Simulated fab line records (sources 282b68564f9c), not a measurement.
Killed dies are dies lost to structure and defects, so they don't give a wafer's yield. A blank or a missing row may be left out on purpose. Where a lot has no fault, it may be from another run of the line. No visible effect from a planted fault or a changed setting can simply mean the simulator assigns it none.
A struck lot beside a sound one ; flow ritCmos ; 27 out of 202 route steps
Sound: wafers L596.3, L596.4, L596.6. Struck: wafer L607.1 (L607.2, L607.3, from the same lot, were not struck and are left out); the cause is given at the end.
At each step with rows: each side's tool, then ch and its chambers, then its first start. Under that, the readings that differ: sound wafers ; struck wafers ; difference of the means ; sigmas: that difference in standard deviations of wafers without a fault.
alike: words and numbers the same on both sides, and readings whose means are apart by under 2 such deviations; not compared: readings that were withheld, readings missing a value for some wafer, numbers with overlapping values and no deviation given by the record, and bounds like >300 which may hide the same value.
The two part at a step that has a row with sigmas, a row that says differs or no value, or rows on one side only. When numbers do not overlap yet have no deviation, they are printed without sigmas and do not part them. A reading that every wafer of one side lacks parts them only if that side has two wafers or more.

first, 4 steps without rows for these wafers: RIT_CONTACT_SOFTBAKE_04 (time 60 s); RIT_CONTACT_EXPOSE_05 (exposes mask M11, target cd 1000 nm); RIT_CONTACT_PEB_06; RIT_CONTACT_DEVELOP_07 (develop time 120 s).
RIT_CONTACT_CD_MEAS_08: target cd 1000 nm.
  struck on cdSem-01, day 5 23:07; sound on cdSem-02, day 3 15:06
reading;sound;struck;difference;sigmas
cdNm (nm);995.6 997.0 994.2;1000.4;+4.8;+2
RIT_CONTACT_OVL_MEAS_09:
  struck on overlay-01, day 5 23:14; sound on overlay-02, day 3 15:11
  alike: CONTACT_OVL
then, 1 step without rows for these wafers: RIT_CONTACT_HARDBAKE_10 (time 60 s).
RIT_CONTACT_ETCH_11: etches SiO2 in CHF3/CF4/Ar, stops on TiSi2, target depth 480 nm, time 320 s.
  sound on rieDiel-01 ch 0,3, day 3 15:22; struck on rieDiel-03 ch 1, day 5 23:25
reading;sound;struck;difference;sigmas
drypumpMotorCurrentA (A);6.2 4.8 4.8;6.4;+1.1;+2
  alike: oesProductAu, throttleValvePct
  not compared: rfHoursCounterH
RIT_CONTACT_STRIP_12: strips in O2, time 180 s.
  sound on plasmaAsher-04 ch 0,1, day 3 15:37; struck on plasmaAsher-03 ch 0, day 5 23:37
reading;sound;struck;difference;sigmas
rfHoursCounterH (h);- - -;49;no value on the sound wafers;
  alike: drypumpMotorCurrentA
RIT_CONTACT_CD_MEAS_90: target cd 1000 nm.
  struck on cdSem-02, day 5 23:47; sound on cdSem-01, day 3 15:47
reading;sound;struck;difference;sigmas
cdNm (nm);995.5 997.2 993.7;1000.1;+4.6;+2
then, 2 steps without rows for these wafers: RIT_CONTACT_CLEAN_13 (cleans in SC1, time 600 s); RIT_CONTACT_CLEAN_14 (cleans in SC2, time 600 s).
RIT_M1_SPUTTER_00: material Al, target thk 400 nm, time 500 s.
  struck on pvdSputter-02, day 6 00:16; sound on pvdSputter-04, day 3 16:14
reading;sound;struck;difference;sigmas
model.Al_of_M1_SPUTTER_00.thkNm (nm);401.7 397.8 400.6;446.8;+46.8;
  alike: throttleValvePct
RIT_M1_RS_MEAS_01: the measuring method here is four-point-probe.
  struck on filmMetro-02, day 6 00:34; sound on filmMetro-04, day 3 16:34
reading;sound;struck;difference;sigmas
M1_AL_RS (ohm/sq);0.0729 0.0736 0.0731;0.0656;-0.0076;-12
RIT_M1_THK_MEAS_02: measures by xrf.
  struck on filmMetro-02, day 6 00:41; sound on filmMetro-04, day 3 16:40
reading;sound;struck;difference;sigmas
M1_AL_THK (nm);398 397 397;444;+47;+12
then, 6 steps without rows for these wafers: RIT_M1_HMDS_03 (prime time 60 s); RIT_M1_COAT_04 (resist thk 1300 nm); RIT_M1_SOFTBAKE_05 (time 60 s); RIT_M1_EXPOSE_06 (exposes mask M12, target cd 2600 nm); RIT_M1_PEB_07; RIT_M1_DEVELOP_08 (develop time 68.94 s).
RIT_M1_CD_MEAS_09: target cd 2600 nm.
  struck on cdSem-01, day 6 01:37; sound on cdSem-02, day 3 17:43
reading;sound;struck;difference;sigmas
cdNm (nm);2601.0 2601.4 2600.6;2595.7;-5.3;-2
RIT_M1_OVL_MEAS_10:
  struck on overlay-01, day 6 01:44; sound on overlay-02, day 3 17:48
  alike: M1_OVL
then, 1 step without rows for these wafers: RIT_M1_HARDBAKE_11 (time 120 s).
RIT_M1_METAL_ETCH_12: etches Al in Cl2/BCl3, stops on SiO2, time 165 s, target depth 600 nm.
  sound on rieMetal-04 ch 0,1, day 3 18:08; struck on rieMetal-02 ch 1, day 6 02:01
reading;sound;struck;difference;sigmas
oesProductAu (a.u.);0.762 0.780 0.788;0.827;+0.050;+4
rfHoursCounterH (h);- - -;3;no value on the sound wafers;
  alike: drypumpMotorCurrentA, throttleValvePct
then, 1 step without rows for these wafers: RIT_M1_STRIP_13 (strips in nmp, time 600 s).
RIT_M1_PROBE_99:
  record: rows for the struck wafers here (prober-01, day 6 04:30), none for the sound ones

WHERE THEY PART
First at RIT_CONTACT_CD_MEAS_08; last, within this record, at RIT_M1_PROBE_99.

WHY: whatever the simulator had introduced
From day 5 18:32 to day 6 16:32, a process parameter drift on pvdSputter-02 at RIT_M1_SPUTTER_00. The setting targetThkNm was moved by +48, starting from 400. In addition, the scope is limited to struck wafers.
